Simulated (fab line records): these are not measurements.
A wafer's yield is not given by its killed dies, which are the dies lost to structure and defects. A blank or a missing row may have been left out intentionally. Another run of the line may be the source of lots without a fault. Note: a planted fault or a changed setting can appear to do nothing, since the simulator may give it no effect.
Problem report, 8D (eight disciplines) form, completed by code | flow rit_cmos | the parts of the form that need people (team, actions taken, sign-off) are left out

== 1. THE ISSUE ==
Mean NLDD_TW at RIT_NLDD_TW_MEAS_10: 2685 over 6 wafers in 2 lots; fault-free wafers: 2481, standard deviation 19. That is +11 standard deviations from the usual mean.
First observed at day 5 03:04: wafer L515.1, on film_metro-02. The record holds 36 wafers of 12 lots with a number at this step. By rule, "out" or "out of limits" means more than 4 standard deviations away from the usual mean. The other wafers with a number count as sound.

== 2. WHAT IT IS; WHAT IT IS NOT ==
question                    | is                     | is not
which readings at this step | NLDD_TW                | -
which lots                  | L515, L516             | L504, L505, L506, L507, L508, L512, L518, L523, L526, L527
which wafers of those lots  | all that have a number | -
read on which gauges        | film_metro-02          | film_metro-01, film_metro-04
when                        | from day 5 03:04       | up to then (18 sound wafers); but 12 sound wafers of L518, L523, L526, L527 came after

== 3. THE SUSPECTS, EACH WITH WHAT RULES IT OUT ==
Counting: a tool at a process step up to the reading stays a suspect if it ran every lot that is out and no sound lot after the first of them.
- the gauge at RIT_NLDD_TW_MEAS_10 has been ruled out. All the wafers that are out were read on film_metro-02, but those of them that RIT_NLDD_IMPLANT_08 has rows for are out there too, on other tools.
- rie_diel-03 at RIT_ACTIVE_ETCH_13 (etches Si3N4 in SF6, stops on SiO2, time 210 s, target depth 210 nm): ruled out as a lasting fault. Following L515 (day 3 22:46), the first lot on it that is out, the sound lots L518, L523 were run on it.
- plasma_asher-02 at RIT_ACTIVE_STRIP_14 (strips in O2, time 180 s): ruled out as a lasting fault. Following L515 (day 3 22:53), the first lot on it that is out, the sound lots L526 were run on it.
- implanter-03 at RIT_NLDD_IMPLANT_08: kept. All lots that are out passed through it, beginning with L515 at day 5 02:45, and no sound lot followed; its final sound lot before that point was L504 at day 2 20:23. Its own readings are out on those wafers: beam_energy_keV, beam_on_s, faraday_current_uA.
Left after counting: implanter-03 at RIT_NLDD_IMPLANT_08.

== 4. THE CAUSE (what the simulator had put in) ==
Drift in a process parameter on implanter-03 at RIT_NLDD_IMPLANT_08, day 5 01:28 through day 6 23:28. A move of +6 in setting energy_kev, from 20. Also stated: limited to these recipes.
After counting, this tool was the only one left.

== 5. THE CHAIN OF EFFECTS, in route order ==
Each row: a reading where the mean over the struck wafers with a number is more than 3 standard deviations away from the usual. Readings are gone through only where the record gives a usual standard deviation; hours: the median, over the lots, of the time from a lot's start at the first step in this table giving one to that lot's start at this step; sigmas: the change measured in usual standard deviations.
hours | step                    | reading            | usual        | on struck wafers | change | sigmas
0     | RIT_NLDD_IMPLANT_08     | beam_energy_keV    | 20.001       | 26.002           | +6.000 | +99 or more
0     | RIT_NLDD_IMPLANT_08     | beam_on_s          | 30.3 s       | 22.0             | -8.3   | -4.4
0     | RIT_NLDD_IMPLANT_08     | faraday_current_uA | 516          | 709              | +193   | +6.0
0     | RIT_NLDD_TW_MEAS_10     | NLDD_TW            | 2481         | 2685             | +204   | +11
8     | RIT_SDANNEAL_RS_MEAS_07 | NLDD_RS            | 153.8 ohm/sq | 149.3            | -4.5   | -8.2
Here are the process steps it includes:
- RIT_NLDD_IMPLANT_08

== 6. HOW IT WOULD HAVE BEEN CAUGHT EARLIER ==
2 hours passed between the start of the fault at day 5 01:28 and the first reading out of limits at a measuring or inspecting step in this record, taken at day 5 03:04.
At RIT_NLDD_IMPLANT_08, the tool's own readings (beam_energy_keV, beam_on_s, faraday_current_uA) were out on each struck wafer the step has a row for, so an alarm limit on them would have fired on the first such wafer.
Of the lots that are out (2), L516 began RIT_NLDD_IMPLANT_08 on implanter-03 after day 5 03:04. Holding the tool at that time would have saved it.
